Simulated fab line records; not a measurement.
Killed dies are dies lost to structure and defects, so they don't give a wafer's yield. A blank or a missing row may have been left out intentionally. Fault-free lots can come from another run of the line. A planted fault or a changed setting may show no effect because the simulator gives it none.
fab line records -- flow rit_cmos
record: lots: 6, wafers: 18, last_day: 6
route steps=202 shown FOX2@24 NWELL@28 PWELL@39 WELLDRIVE@50 M1@202
lots that met no fault: taken from a fault-free run of the same line
start_h: hours from the record's first day to the start of the lot's first wafer shown -- wait_h: hours from the lot's prior step to this one -- " as in the row above -- L1.1+2: a single row standing in for several wafers -- - no value present, or no start provided -- * or withheld: withheld -- < > ~ a bound
route shown NAME@n: names a module that has steps shown in the file, with the first one's number in the route -- usual: the fault-free wafers' mean and standard deviation -- same: alike in all rows -- chamber/n: place in a boat -- sites: each site's reading -- _std_site: standard deviation of those values -- _edge_site: outer sites' mean less inner sites' -- radius_mm: how far each site lies from the wafer's centre -- mask NAME#n: copy n -- behind: the last tool/chamber to shape the wafer -- hold: cause of the lot's hold/its duration in hours/its outcome -- device: names the non-switching transistor (n, p or np) -- end of line: the tests these same wafers got at the end of their route -- a step with no rows: only its recipe -- killed: not the wafer's yield, but the dies lost to structure and defects at the first sort -- map: a wafer's dies, x killed, . not, _ none there
set.NAME: setting as actually run; set.NAME@STEP: the setting as run at that earlier step -- model.NAME: the simulator's own value behind a step, which no gauge read
lots at some steps of the route; a table a step, a row a wafer
services: from which hour (start_h, from the record's first day; less than 0 if before it) a tool's chamber was out of use, for how many hours, and why
== steps ==
step: RIT_FOX2_THK_MEAS_01
recipe: reads: SiO2_of_FOX2_OXIDATION_00
usual: FOX2_OXIDE_THK: 358/6.3
lot.wafer,tool,chamber,start_h,wait_h,FOX2_OXIDE_THK[nm]
L273.1,film_metro-01,-,23.73,0.0,357
L273.3,film_metro-01,-,23.73,0.0,362
L273.4,film_metro-01,-,23.73,0.0,358
L278.1,film_metro-01,-,48.73,0.0,354
L278.2,film_metro-01,-,48.73,0.0,341
L278.5,film_metro-01,-,48.73,0.0,351
L281.3,film_metro-01,-,63.48,0.0,373
L281.5,film_metro-01,-,63.48,0.0,373
L281.6,film_metro-01,-,63.48,0.0,374
L287.4,film_metro-04,-,94.00,0.0,347
L287.5,film_metro-04,-,94.00,0.0,349
L287.6,film_metro-04,-,94.00,0.0,351
L289.1,film_metro-01,-,106.56,0.0,355
L289.4,film_metro-01,-,106.56,0.0,345
L289.6,film_metro-01,-,106.56,0.0,354
L290.3,film_metro-01,-,114.32,0.0,351
L290.4,film_metro-01,-,114.32,0.0,363
L290.5,film_metro-01,-,114.32,0.0,360
step: RIT_FOX2_CLEAN_02
recipe: chemistry: dHF, dilution: 50:1, time_s: 180
step: RIT_FOX2_WET_ETCH_03
recipe: chemistry: H3PO4, target: Si3N4, target_depth_nm: 195, temp_c: 165, time_s: 2700
step: RIT_FOX2_THK_MEAS_90
recipe: reads: SiO2_of_FOX2_OXIDATION_00
usual: FIELD_OXIDE_LEFT_1_THK: 331/6.4
lot.wafer,tool,chamber,start_h,wait_h,FIELD_OXIDE_LEFT_1_THK[nm]
L273.1,film_metro-01,-,25.38,0.0,329
L273.3,film_metro-01,-,25.38,0.0,335
L273.4,film_metro-01,-,25.38,0.0,331
L278.1,film_metro-01,-,49.68,0.0,327
L278.2,film_metro-01,-,49.68,0.0,313
L278.5,film_metro-01,-,49.68,0.0,322
L281.3,film_metro-04,-,65.26,0.0,346
L281.5,film_metro-04,-,65.26,0.0,346
L281.6,film_metro-04,-,65.26,0.0,348
L287.4,film_metro-04,-,94.88,0.0,319
L287.5,film_metro-04,-,94.88,0.0,322
L287.6,film_metro-04,-,94.88,0.0,323
L289.1,film_metro-02,-,108.19,0.0,327
L289.4,film_metro-02,-,108.19,0.0,318
L289.6,film_metro-02,-,108.19,0.0,326
L290.3,film_metro-02,-,115.19,0.0,324
L290.4,film_metro-02,-,115.19,0.0,336
L290.5,film_metro-02,-,115.19,0.0,334
step: RIT_NWELL_HMDS_00
recipe: prime_time_s: 60, prime_temp_c: 140
step: RIT_NWELL_COAT_01
recipe: resist: NOVOLAK, spin_rpm: 2000, resist_thk_nm: 1300
step: RIT_NWELL_SOFTBAKE_02
recipe: resist: NOVOLAK, temp_c: 90, time_s: 60
step: RIT_NWELL_EXPOSE_03
recipe: mask_id: M2, na: 0.57, target_cd_nm: 43900, dose_mj: 250
step: RIT_NWELL_PEB_04
recipe: resist: NOVOLAK, temp_c: withheld, time_s: withheld
step: RIT_NWELL_DEVELOP_05
recipe: resist: NOVOLAK, develop_time_s: 68, dev_temp_c: 23
step: RIT_NWELL_OVL_MEAS_06
usual: NWELL_OVL: -0.2/1.3
lot.wafer,tool,chamber,start_h,wait_h,NWELL_OVL[nm]
L273.1,overlay-01,-,26.34,-,2.3
L273.3,overlay-01,-,26.34,-,0.9
L273.4,overlay-01,-,26.34,-,2.0
L278.1,overlay-02,-,50.62,-,1.4
L278.2,overlay-02,-,50.62,-,3.2
L278.5,overlay-02,-,50.62,-,0.9
L281.3,overlay-01,-,66.31,-,0.9
L281.5,overlay-01,-,66.31,-,-0.1
L281.6,overlay-01,-,66.31,-,-0.1
L287.4,overlay-02,-,95.80,-,-0.1
L287.5,overlay-02,-,95.80,-,-0.3
L287.6,overlay-02,-,95.80,-,0.3
L289.1,overlay-01,-,109.26,-,-0.4
L289.4,overlay-01,-,109.26,-,0.9
L289.6,overlay-01,-,109.26,-,-0.6
L290.3,overlay-01,-,116.19,-,-1.2
L290.4,overlay-01,-,116.19,-,-2.0
L290.5,overlay-01,-,116.19,-,-2.4
step: RIT_NWELL_HARDBAKE_07
recipe: resist: NOVOLAK, temp_c: 140, time_s: 120
step: RIT_NWELL_IMPLANT_08
recipe: species: P, energy_kev: 170, dose_cm2: 4.91e+13, tilt_deg: 7
usual: beam_energy_keV: 170.00/0.047
lot.wafer,tool,chamber,start_h,wait_h,beam_energy_keV,model.implant.rp_nm,model.implant.drp_nm
L273.1,implanter-03,0,26.62,0.2,169.87,218.6,68.82
L273.3,implanter-03,0,26.62,0.2,169.89,218.6,68.82
L273.4,implanter-03,0,26.62,0.2,169.93,218.6,68.82
L278.1,implanter-03,0,50.90,0.2,170.06,209.7,68.82
L278.2,implanter-03,0,50.90,0.2,170.10,209.7,68.82
L278.5,implanter-03,0,50.90,0.2,170.02,209.7,68.82
L281.3,implanter-01,0,66.64,0.2,170.02,208.7,68.82
L281.5,implanter-01,0,66.64,0.2,169.99,208.7,68.82
L281.6,implanter-01,0,66.64,0.2,169.99,208.7,68.82
L287.4,implanter-01,0,96.15,0.2,214.27,268.7,81.3
L287.5,implanter-01,0,96.15,0.2,214.25,268.7,81.3
L287.6,implanter-01,0,96.15,0.2,214.20,268.7,81.3
L289.1,implanter-03,0,109.55,0.2,170.03,210,68.82
L289.4,implanter-03,0,109.55,0.2,170.03,210,68.82
L289.6,implanter-03,0,109.55,0.2,170.04,210,68.82
L290.3,implanter-01,0,116.51,0.2,214.18,263.4,81.3
L290.4,implanter-01,0,116.51,0.2,214.16,263.4,81.3
L290.5,implanter-01,0,116.51,0.2,214.17,263.4,81.3
step: RIT_NWELL_STRIP_09
recipe: chemistry: O2, time_s: 180, resist: NOVOLAK, platen_temp_c: withheld, power_w: 500, pressure_mtorr: 4000, o2_flow_sccm: 4000
usual: drypump_motor_current_A: 5.8/0.64
lot.wafer,tool,chamber,start_h,wait_h,drypump_motor_current_A,rf_hours_counter_h
L273.1,plasma_asher-04,1,26.77,0.1,5.2,40
L273.3,plasma_asher-04,1,26.77,0.1,5.2,-
L273.4,plasma_asher-04,0,26.77,0.1,6.3,-
L278.1,plasma_asher-04,0,51.05,0.1,6.3,43
L278.2,plasma_asher-04,1,51.05,0.1,5.2,43
L278.5,plasma_asher-04,0,51.05,0.1,6.3,-
L281.3,plasma_asher-04,1,66.80,0.1,5.2,-
L281.5,plasma_asher-04,0,66.80,0.1,6.3,-
L281.6,plasma_asher-04,1,66.80,0.1,5.2,-
L287.4,plasma_asher-04,1,96.28,0.1,5.1,-
L287.5,plasma_asher-04,1,96.28,0.1,5.1,-
L287.6,plasma_asher-04,0,96.28,0.1,6.3,-
L289.1,plasma_asher-03,1,109.70,0.1,4.9,45
L289.4,plasma_asher-03,0,109.70,0.1,6.2,-
L289.6,plasma_asher-03,1,109.70,0.1,4.9,-
L290.3,plasma_asher-01,0,116.67,0.1,6.8,-
L290.4,plasma_asher-01,1,116.67,0.1,5.6,-
L290.5,plasma_asher-01,0,116.67,0.1,6.7,-
step: RIT_NWELL_TW_MEAS_10
usual: NWELL_TW: 2144/16
lot.wafer,tool,chamber,start_h,wait_h,NWELL_TW
L273.1,film_metro-02,-,26.95,0.1,2154
L273.3,film_metro-02,-,26.95,0.1,2157
L273.4,film_metro-02,-,26.95,0.1,2165
L278.1,film_metro-02,-,51.23,0.1,2154
L278.2,film_metro-02,-,51.23,0.1,2159
L278.5,film_metro-02,-,51.23,0.1,2168
L281.3,film_metro-01,-,66.93,0.1,2155
L281.5,film_metro-01,-,66.93,0.1,2146
L281.6,film_metro-01,-,66.93,0.1,2145
L287.4,film_metro-03,-,96.43,0.1,2266
L287.5,film_metro-03,-,96.43,0.1,2263
L287.6,film_metro-03,-,96.43,0.1,2264
L289.1,film_metro-01,-,109.87,0.1,2149
L289.4,film_metro-01,-,109.87,0.1,2154
L289.6,film_metro-01,-,109.87,0.1,2142
L290.3,film_metro-02,-,116.81,0.1,2255
L290.4,film_metro-02,-,116.81,0.1,2258
L290.5,film_metro-02,-,116.81,0.1,2266
step: RIT_PWELL_HMDS_00
recipe: prime_time_s: 60, prime_temp_c: 140
step: RIT_PWELL_COAT_01
recipe: resist: NOVOLAK, spin_rpm: 2000, resist_thk_nm: 1300
step: RIT_PWELL_SOFTBAKE_02
recipe: resist: NOVOLAK, temp_c: 90, time_s: 60
step: RIT_PWELL_EXPOSE_03
recipe: mask_id: M3, na: 0.57, target_cd_nm: 43700, dose_mj: 250
step: RIT_PWELL_PEB_04
recipe: resist: NOVOLAK, temp_c: withheld, time_s: withheld
step: RIT_PWELL_DEVELOP_05
recipe: resist: NOVOLAK, develop_time_s: 68, dev_temp_c: 23
step: RIT_PWELL_OVL_MEAS_06
usual: PWELL_OVL: 1.1/1.4
lot.wafer,tool,chamber,start_h,wait_h,PWELL_OVL[nm]
L273.1,overlay-01,-,28.01,-,3.3
L273.3,overlay-01,-,28.01,-,2.6
L273.4,overlay-01,-,28.01,-,1.7
L278.1,overlay-02,-,52.35,-,2.7
L278.2,overlay-02,-,52.35,-,2.2
L278.5,overlay-02,-,52.35,-,1.5
L281.3,overlay-01,-,67.87,-,1.5
L281.5,overlay-01,-,67.87,-,1.0
L281.6,overlay-01,-,67.87,-,0.7
L287.4,overlay-01,-,97.36,-,0.6
L287.5,overlay-01,-,97.36,-,-0.3
L287.6,overlay-01,-,97.36,-,-0.3
L289.1,overlay-02,-,110.94,-,-0.4
L289.4,overlay-02,-,110.94,-,-1.3
L289.6,overlay-02,-,110.94,-,2.2
L290.3,overlay-02,-,117.74,-,0.1
L290.4,overlay-02,-,117.74,-,0.9
L290.5,overlay-02,-,117.74,-,0.9
step: RIT_PWELL_HARDBAKE_07
recipe: resist: NOVOLAK, temp_c: 140, time_s: 120
step: RIT_PWELL_IMPLANT_08
recipe: species: B, energy_kev: 170, dose_cm2: 7.06e+13, tilt_deg: 7
step: RIT_PWELL_STRIP_09
recipe: chemistry: O2, time_s: 180, resist: NOVOLAK, platen_temp_c: withheld, power_w: 500, pressure_mtorr: 4000, o2_flow_sccm: 4000
usual: drypump_motor_current_A: 6.0/0.6
lot.wafer,tool,chamber,start_h,wait_h,drypump_motor_current_A,rf_hours_counter_h
L273.1,plasma_asher-02,0,28.45,0.1,6.2,23
L273.3,plasma_asher-02,1,28.45,0.1,6.5,-
L273.4,plasma_asher-02,0,28.45,0.1,6.1,-
L278.1,plasma_asher-04,1,52.79,0.1,5.2,43
L278.2,plasma_asher-04,0,52.79,0.1,6.3,43
L278.5,plasma_asher-04,0,52.79,0.1,6.3,-
L281.3,plasma_asher-02,1,68.40,0.1,6.6,-
L281.5,plasma_asher-02,0,68.40,0.1,6.1,-
L281.6,plasma_asher-02,1,68.40,0.1,6.6,-
L287.4,plasma_asher-03,0,97.83,0.1,6.2,-
L287.5,plasma_asher-03,1,97.83,0.1,4.9,-
L287.6,plasma_asher-03,0,97.83,0.1,6.2,-
L289.1,plasma_asher-03,0,111.37,0.1,6.2,46
L289.4,plasma_asher-03,0,111.37,0.1,6.2,-
L289.6,plasma_asher-03,0,111.37,0.1,6.2,-
L290.3,plasma_asher-03,0,118.22,0.1,6.2,-
L290.4,plasma_asher-03,1,118.22,0.1,4.9,-
L290.5,plasma_asher-03,0,118.22,0.1,6.2,-
step: RIT_PWELL_TW_MEAS_10
usual: PWELL_TW: 961/7
lot.wafer,tool,chamber,start_h,wait_h,PWELL_TW
L273.1,film_metro-01,-,28.62,0.1,955
L273.3,film_metro-01,-,28.62,0.1,955
L273.4,film_metro-01,-,28.62,0.1,952
L278.1,film_metro-02,-,52.96,0.1,967
L278.2,film_metro-02,-,52.96,0.1,963
L278.5,film_metro-02,-,52.96,0.1,964
L281.3,film_metro-01,-,68.54,0.1,959
L281.5,film_metro-01,-,68.54,0.1,964
L281.6,film_metro-01,-,68.54,0.1,965
L287.4,film_metro-03,-,97.98,0.1,968
L287.5,film_metro-03,-,97.98,0.1,977
L287.6,film_metro-03,-,97.98,0.1,967
L289.1,film_metro-02,-,111.55,0.1,976
L289.4,film_metro-02,-,111.55,0.1,973
L289.6,film_metro-02,-,111.55,0.1,973
L290.3,film_metro-03,-,118.36,0.1,974
L290.4,film_metro-03,-,118.36,0.1,967
L290.5,film_metro-03,-,118.36,0.1,965
step: RIT_WELLDRIVE_ANNEAL_00
recipe: temp_c: 1100, time_s: 14700, ambient: N2
step: RIT_WELLDRIVE_RS_MEAS_01
recipe: thk_meas_gauge: four-point-probe
usual: NWELL_RS: 278.7/0.81
lot.wafer,tool,chamber,start_h,wait_h,NWELL_RS[ohm/sq]
L273.1,film_metro-03,-,33.77,0.0,278.5
L273.3,film_metro-03,-,33.77,0.0,278.7
L273.4,film_metro-03,-,33.77,0.0,279.1
L278.1,film_metro-01,-,58.43,0.0,278.8
L278.2,film_metro-01,-,58.43,0.0,277.8
L278.5,film_metro-01,-,58.43,0.0,279.1
L281.3,film_metro-03,-,73.70,0.0,279.6
L281.5,film_metro-03,-,73.70,0.0,280.3
L281.6,film_metro-03,-,73.70,0.0,280.5
L287.4,film_metro-02,-,103.70,0.1,275.4
L287.5,film_metro-02,-,103.70,0.1,275.4
L287.6,film_metro-02,-,103.70,0.1,275.4
L289.1,film_metro-03,-,117.49,0.0,279.0
L289.4,film_metro-03,-,117.49,0.0,279.1
L289.6,film_metro-03,-,117.49,0.0,279.2
L290.3,film_metro-01,-,123.52,0.0,275.8
L290.4,film_metro-01,-,123.52,0.0,275.7
L290.5,film_metro-01,-,123.52,0.0,275.5
step: RIT_WELLDRIVE_RS_MEAS_02
recipe: thk_meas_gauge: four-point-probe
usual: PWELL_RS: 427.1/1.1
lot.wafer,tool,chamber,start_h,wait_h,PWELL_RS[ohm/sq]
L273.1,film_metro-03,-,33.89,0.1,428.0
L273.3,film_metro-03,-,33.89,0.1,428.5
L273.4,film_metro-03,-,33.89,0.1,427.1
L278.1,film_metro-01,-,58.55,0.1,426.5
L278.2,film_metro-01,-,58.55,0.1,425.8
L278.5,film_metro-01,-,58.55,0.1,427.8
L281.3,film_metro-03,-,73.82,0.1,426.9
L281.5,film_metro-03,-,73.82,0.1,427.6
L281.6,film_metro-03,-,73.82,0.1,427.6
L287.4,film_metro-02,-,103.82,0.1,426.4
L287.5,film_metro-02,-,103.82,0.1,424.6
L287.6,film_metro-02,-,103.82,0.1,426.8
L289.1,film_metro-03,-,117.61,0.1,427.9
L289.4,film_metro-03,-,117.61,0.1,428.8
L289.6,film_metro-03,-,117.61,0.1,429.0
L290.3,film_metro-01,-,123.64,0.1,427.7
L290.4,film_metro-01,-,123.64,0.1,428.2
L290.5,film_metro-01,-,123.64,0.1,427.4
step: RIT_M1_PROBE_99
usual: killed_at_M0_to_M3: 0.1/0.34, killed_at_front_end: 7/3.1, killed_dies: 7/3.1, killed_open: 3.5/1.9, killed_short: 3.4/2.1
same: gross_dies: 264, killed_at_M4_up: 0, killed_at_back_side: 0, killed_at_contacts: 0, killed_at_other: 0
lot.wafer,tool,chamber,start_h,wait_h,killed_at_M0_to_M3,killed_at_front_end,killed_dies,killed_open,killed_short,model.etest.field_p_metal.vt_v,model.etest.nwell_pinched.rs_ohm_sq,model.etest.field_p.vt_v,model.etest.well_edge_right.line_ohm_um,model.etest.well_edge_left.line_ohm_um,model.etest.iso_nwell_nwell.bv_v,model.etest.iso_pplus_pwell.lateral_log10_a_um,model.etest.iso_nwell_nwell.lateral_log10_a_um
L273.1,prober-01,-,63.74,0.1,0,2,2,0,2,-28.66,347.4,-12.99,184.8,187.5,22.12,-9.272,-7.377
L273.3,prober-01,-,63.84,0.2,0,7,7,5,2,-28.87,343.6,-12.96,183.3,184.3,22.54,-9.267,-7.384
L273.4,prober-01,-,63.89,0.2,1,8,9,5,3,-29.22,342.7,-13.04,184.3,185.5,22.49,-9.311,-7.371
L278.1,prober-02,-,89.10,0.1,0,11,11,8,3,-29.07,338.5,-12.56,187.6,184,22.39,-9.265,-7.373
L278.2,prober-02,-,89.15,0.1,0,6,6,2,4,-28.52,345.9,-12.6,184.8,186.1,22,-9.199,-7.4
L278.5,prober-02,-,89.30,0.2,0,6,6,3,3,-28.61,347.9,-12.52,184.8,184.3,22.56,-9.225,-7.394
L281.3,prober-01,-,106.27,0.2,0,9,9,6,3,-27.6,346.4,-12.62,186.4,188,22.78,-9.208,-7.418
L281.5,prober-01,-,106.37,0.2,0,8,8,6,2,-27.58,348.6,-12.55,187.9,184.1,22.74,-9.188,-7.38
L281.6,prober-01,-,106.42,0.2,0,7,7,5,2,-27.01,346.9,-12.6,186.3,186.1,22.72,-9.208,-7.372
L287.4,prober-01,-,135.50,0.2,0,2,2,1,1,-43.01,324,-18.53,181.5,180.1,19.47,-9.453,-7.09
L287.5,prober-01,-,135.55,0.2,0,5,5,2,3,-42.54,328.4,-18.5,180.6,180.5,19.6,-9.394,-7.092
L287.6,prober-01,-,135.60,0.2,0,7,7,3,4,-40.98,332.6,-18.51,180,178.5,19.2,-9.437,-7.049
L289.1,prober-01,-,146.60,0.1,0,8,8,5,3,-29.43,336.5,-12.56,186.2,187.8,22.4,-9.216,-7.428
L289.4,prober-01,-,146.75,0.2,0,4,4,4,0,-29.49,345,-12.55,186.6,185.6,22.34,-9.284,-7.356
L289.6,prober-01,-,146.85,0.2,0,9,9,2,7,-29.12,347.8,-12.54,182.8,185.7,22.69,-9.218,-7.354
L290.3,prober-02,-,152.67,0.2,0,4,4,3,1,-39.79,331.2,-17.71,183.4,184.3,20.41,-9.418,-7.306
L290.4,prober-02,-,152.72,0.2,0,4,4,2,2,-38.33,337.2,-17.41,185,182.7,20.72,-9.404,-7.34
L290.5,prober-02,-,152.77,0.2,0,7,7,4,3,-39.09,330.4,-17.51,181,184.2,20.92,-9.424,-7.292
killed by level:class
L273.1 GATE:geometric_particle:short=1 REOX:geometric_particle:short=1
L273.3 GATE:geometric_particle:open=2 FOX2:geometric_particle:open=1 FOX2:geometric_particle:short=1 GATE:geometric_particle:short=1 REOX:geometric_particle:open=1 SPACER:geometric_particle:open=1
L273.4 REOX:geometric_particle:open=2 SPACER:geometric_particle:open=2 FOX1:geometric_particle:short=1 M1:coat_microbubble_printed=1 FOX2:geometric_particle:open=1 GATE:geometric_particle:short=1 REOX:geometric_particle:short=1
L278.1 GATE:geometric_particle:open=5 FOX1:geometric_particle:open=2 REOX:geometric_particle:short=2 FOX1:geometric_particle:short=1 REOX:geometric_particle:open=1
L278.2 REOX:geometric_particle:short=2 FOX1:geometric_particle:short=1 GATE:geometric_particle:short=1 REOX:geometric_particle:open=1 SILICIDE:geometric_particle:open=1
L278.5 REOX:geometric_particle:short=2 FOX1:geometric_particle:open=1 FOX2:geometric_particle:open=1 GATE:geometric_particle:open=1 GATE:geometric_particle:short=1
L281.3 SPACER:geometric_particle:open=5 SPACER:geometric_particle:short=2 REOX:geometric_particle:short=1 REOX:geometric_particle:open=1
L281.5 SPACER:geometric_particle:open=3 FOX1:geometric_particle:open=1 FOX2:geometric_particle:short=1 FOX2:geometric_particle:open=1 GATE:geometric_particle:short=1 SILICIDE:geometric_particle:open=1
L281.6 REOX:geometric_particle:open=4 GATE:geometric_particle:short=1 GATE:geometric_particle:open=1 REOX:geometric_particle:short=1
L287.4 ACTIVE:geometric_particle:open=1 GATE:geometric_particle:short=1
L287.5 GATE:geometric_particle:short=2 FOX1:geometric_particle:open=1 GATE:geometric_particle:open=1 SILICIDE:geometric_particle:short=1
L287.6 GATE:geometric_particle:short=2 FOX2:geometric_particle:short=1 GATE:geometric_particle:open=1 SPACER:geometric_particle:open=1 SPACER:geometric_particle:short=1 SILICIDE:geometric_particle:open=1
L289.1 GATE:geometric_particle:open=2 REOX:geometric_particle:short=2 ACTIVE:geometric_particle:open=1 GATE:geometric_particle:short=1 SPACER:geometric_particle:open=1 SILICIDE:geometric_particle:open=1
L289.4 GATE:geometric_particle:open=3 SPACER:geometric_particle:open=1
L289.6 SPACER:geometric_particle:short=3 GATE:geometric_particle:short=2 GATE:geometric_particle:open=1 REOX:geometric_particle:short=1 SILICIDE:geometric_particle:open=1 SILICIDE:geometric_particle:short=1
L290.3 FOX1:geometric_particle:open=1 GATE:geometric_particle:open=1 REOX:geometric_particle:open=1 SILICIDE:geometric_particle:short=1
L290.4 FOX2:geometric_particle:open=2 FOX1:geometric_particle:short=1 GATE:geometric_particle:short=1
L290.5 GATE:geometric_particle:open=2 SILICIDE:geometric_particle:open=2 FOX1:geometric_particle:short=1 GATE:geometric_particle:short=1 SPACER:geometric_particle:short=1
== services ==
tool,chamber,start_h,hours,kind
implanter-01,-,37.11,2.9,pm
plasma_asher-02,-,38.91,14.6,pm
plasma_asher-01,-,59.59,11.9,repair
implanter-03,-,68.71,3.7,repair
implanter-03,-,74.07,4.1,repair
plasma_asher-04,-,101.70,3.8,repair
plasma_asher-04,-,108.75,9.0,pm
plasma_asher-04,0,108.75,9.0,vent_cycle
plasma_asher-04,1,108.75,9.0,vent_cycle
plasma_asher-04,0,117.75,-,clean
plasma_asher-04,1,117.75,-,clean
== key ==
first_sign: step: RIT_NWELL_IMPLANT_08, reading: beam_energy_keV, direction: up, sigmas: 99+, usual: 170.00, struck: 214.20
effect: step: RIT_NWELL_TW_MEAS_10, reading: NWELL_TW, direction: up, sigmas: 7.3, usual: 2144, struck: 2262
effect: step: RIT_WELLDRIVE_RS_MEAS_01, reading: NWELL_RS, direction: down, sigmas: 3.9, usual: 278.7, struck: 275.5
model_effect: step: RIT_NWELL_IMPLANT_08, value: implant.rp_nm, without: 210, struck: 266.1
model_effect: step: RIT_M1_PROBE_99, value: etest.field_p_metal.vt_v, without: -28.67, struck: -40.62
met_at RIT_NWELL_IMPLANT_08
struck_wafers L287.4,L287.5,L287.6,L290.3,L290.4,L290.5
tester_left_out L287,L290
onset_between 66.64 96.15
fault: kind: process_parameter_drift, tool: implanter-01, chamber: -, onset_h: 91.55, steps: RIT_NWELL_IMPLANT_08, channel: energy_kev, offset: 44.2, shape: step, end_h: 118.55, acts_in: these_recipes_only, stated: 170
tester_left_out: of these lots the tester's yield and bins aren't shown, on N5 and GAA mostly nor the transistor test; their killed dies are dies lost to structure and defects alone, not to doping, threshold or leakage, so they don't give the yield
